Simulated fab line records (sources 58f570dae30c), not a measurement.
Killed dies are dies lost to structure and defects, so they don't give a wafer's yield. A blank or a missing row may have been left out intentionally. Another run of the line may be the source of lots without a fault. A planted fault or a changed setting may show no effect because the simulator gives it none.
A lot that was struck, set against a sound lot -- flow berkeley-cmos170 -- 18 steps out of a route of 331
Sound: these wafers, L749.2, L749.3, L749.4. Wafers L738.4, L738.5, L738.6 were the ones struck. The cause is given at the end.
Order at every step that has rows: each side's tool, ch and its chambers, its first start. Under that, the readings that differ: sound wafers -- struck wafers -- difference of the means -- sigmas: that difference in standard deviations of wafers without a fault.
alike: readings whose means differ by less than 2 such deviations, and words and numbers that are the same on both sides. not compared: withheld readings, readings that some wafer has no value for, bounds like >300 that may hide the same value, and numbers for which the record gives no deviation and whose values overlap.
A row with sigmas, a row that says differs or no value, or rows on one side alone: a step with any of these is where the two part. When numbers do not overlap yet have no deviation, they are printed without sigmas and do not part them. A reading missing from all wafers of one side parts the sides only when that side holds two or more wafers.

first, 1 step without rows for these wafers: UCB170_CONTACT_CLEAN_20 (cleans in SPM, time 600 s).
UCB170_M1_SPUTTER_00: material Al, target thk 600 nm, time 80 s.
  sound on pvd-sputter-01 at day 12 03:03; struck on pvd-sputter-01 at day 9 10:49
  alike: chamber-pressure-pa, throttle-valve-pct
UCB170_M1_RS_MEAS_01: measures by four-point-probe.
  sound on film-metro-03 at day 12 03:08; struck on film-metro-02 at day 9 10:56
  alike: M1_AL_RS
UCB170_M1_THK_MEAS_02: measures by xrf.
  sound on film-metro-03 at day 12 03:14; struck on film-metro-02 at day 9 11:02
  alike: M1_AL_THK
then, 6 steps without rows for these wafers: UCB170_M1_COAT_03; UCB170_M1_COAT_04 (resist thk 917.5 nm); UCB170_M1_SOFTBAKE_05 (time 60 s); UCB170_M1_EXPOSE_06 (exposes mask METAL1, target cd 700 nm); UCB170_M1_PEB_07; UCB170_M1_DEVELOP_08 (develop time 45 s).
UCB170_M1_CD_MEAS_09 targets a cd of 700 nm.
  sound on cd-sem-02 at day 12 04:09; struck on cd-sem-02 at day 9 12:08
  alike: cd-nm
UCB170_M1_OVL_MEAS_10:
  sound on overlay-01 at day 12 04:16; struck on overlay-01 at day 9 12:13
  alike: M1_OVL
UCB170_M1_ETCH_11: etches BARC in N2/H2.
  sound on rie-diel-03 ch 0,1, day 12 04:17; struck on rie-diel-01 ch 0,1,2, day 9 12:14
  no value came back on the struck wafers for any of 5 readings (bias-w (W), chamber-pressure-mTorr (mTorr) and others); on the sound wafers bias-w (W) reads 99.9 100.0 99.8
UCB170_M1_METAL_ETCH_12: etches Al in Cl2/BCl3, stops on PSG, target depth 780 nm, time 130 s.
  sound on rie-metal-03 ch 0,1, day 12 04:20; struck on rie-metal-02 ch 0,1, day 9 12:19
reading,sound,struck,difference,sigmas
drypump-motor-current-A (A),6.1 5.6 6.1,4.9 5.5 4.9,-0.8,-2
oes-product-au (a.u.),0.859 0.880 0.864,0.358 0.372 0.361,-0.504,-34
  alike: bcl3-flow-sccm, bias-w, throttle-valve-pct
  not compared: rf-hours-counter-h
UCB170_M1_STRIP_13: strips in O2.
  sound on plasma-asher-02 ch 0,1, day 12 04:28; struck on plasma-asher-04 ch 0,1, day 9 12:27
  alike: drypump-motor-current-A, o2-flow-sccm, oes-product-au
  not compared: rf-hours-counter-h
UCB170_M1_CD_MEAS_90 targets a cd of 700 nm.
  sound on cd-sem-01 at day 12 04:35; struck on cd-sem-01 at day 9 12:34
reading,sound,struck,difference,sigmas
cd-nm (nm),701.9 699.2 703.0,- - -,no value on the struck wafers,
then, 1 step without rows for these wafers: UCB170_M1_ANNEAL_14 (time 1200 s).
UCB170_M3_PROBE_99:
  the record has rows for the struck wafers here (prober-02, day 10 00:29) and none for the sound ones

WHERE THEY PART
First at UCB170_M1_ETCH_11; last, within this record, at UCB170_M3_PROBE_99.

WHY: whatever the simulator had introduced
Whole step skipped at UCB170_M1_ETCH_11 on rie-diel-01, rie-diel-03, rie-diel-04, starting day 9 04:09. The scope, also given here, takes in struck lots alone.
